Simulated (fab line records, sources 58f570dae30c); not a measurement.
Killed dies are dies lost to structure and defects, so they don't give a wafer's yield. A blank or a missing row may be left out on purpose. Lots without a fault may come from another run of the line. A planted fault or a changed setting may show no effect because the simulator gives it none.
Split-lot experiment | flow berkeley_cmos170 | 5 lots, 23 wafers read, on a route of 331 steps

THE SPLIT
At UCB170_PWELL_OXIDATION_02 (target thk 26.4 nm, ox time 1260 s), the setting temp_c was moved away from the recipe's 1000 C on 10 of the 23 wafers read, by -2.5% to -1.3%. The other wafers ran this setting at the recipe's value.

The file shows no step between the split and the reading.

THE READING
PWELL_OXIDE_THK, in nm, at UCB170_PWELL_THK_MEAS_03. Fault-free wafers of this fab line usually give 26.0 nm, standard deviation 0.47 nm.

wafer  | tool, chamber at the split | temp_c as run, C | against the recipe | PWELL_OXIDE_THK, nm | against lot-mates on the recipe
L077.1 | -, -                       | 1000             | recipe             | 25.8                | -
L077.2 | -, -                       | 1000             | recipe             | 26.3                | -
L077.3 | -, -                       | 1000             | recipe             | 26.1                | -
L077.4 | -, -                       | 1000             | recipe             | 25.7                | -
L077.5 | -, -                       | 1000             | recipe             | 25.6                | -
L076.1 | -, -                       | 986.5            | -1.3%              | 22.6                | no lot-mate on the recipe
L076.2 | -, -                       | 986.5            | -1.3%              | 22.6                | no lot-mate on the recipe
L076.3 | -, -                       | 986.5            | -1.3%              | 22.5                | no lot-mate on the recipe
L076.4 | -, -                       | 986.5            | -1.3%              | 23.0                | no lot-mate on the recipe
L076.5 | -, -                       | 986.5            | -1.3%              | 22.7                | no lot-mate on the recipe
L081.2 | furnace-04, 0              | 1000             | recipe             | 25.3                | -
L081.4 | furnace-04, 0              | 1000             | recipe             | 25.5                | -
L081.6 | furnace-04, 0              | 1000             | recipe             | 25.3                | -
L084.1 | -, -                       | 975.3            | -2.5%              | 20.3                | no lot-mate on the recipe
L084.2 | -, -                       | 975.3            | -2.5%              | 20.6                | no lot-mate on the recipe
L084.4 | -, -                       | 975.3            | -2.5%              | 20.2                | no lot-mate on the recipe
L084.5 | -, -                       | 975.3            | -2.5%              | 20.5                | no lot-mate on the recipe
L084.6 | -, -                       | 975.3            | -2.5%              | 20.8                | no lot-mate on the recipe
L085.2 | -, -                       | 1000             | recipe             | 26.4                | -
L085.3 | -, -                       | 1000             | recipe             | 26.5                | -
L085.4 | -, -                       | 1000             | recipe             | 25.9                | -
L085.5 | -, -                       | 1000             | recipe             | 26.3                | -
L085.6 | -, -                       | 1000             | recipe             | 26.1                | -

THE FIT
A straight line over all 23 wafers: PWELL_OXIDE_THK changes by +2.23 nm for each +1% of temp_c; r = +0.99; the points scatter about the line by 0.36 nm.
Too few moved wafers have a lot-mate on the recipe to fit a line with each lot's own level taken away.

THE WHOLE CHAIN: every reading that the file lists as answering this split, in the file's order
step                      | what it does                       | reading                                                                            | change (the file's fit)              | r (the file's)
UCB170_PWELL_OXIDATION_02 | target thk 26.4 nm, ox time 1260 s | SiO2_of_PWELL_OXIDATION_02.thk_nm (the simulator's own value, which no gauge read) | +2.23 nm for each +1% of the setting | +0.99
UCB170_PWELL_THK_MEAS_03  |                                    | PWELL_OXIDE_THK                                                                    | +2.23 for each +1% of the setting    | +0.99

THE FILE'S OWN FIT
PWELL_OXIDE_THK changes by +2.23 nm for each +1% of temp_c, r = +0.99.
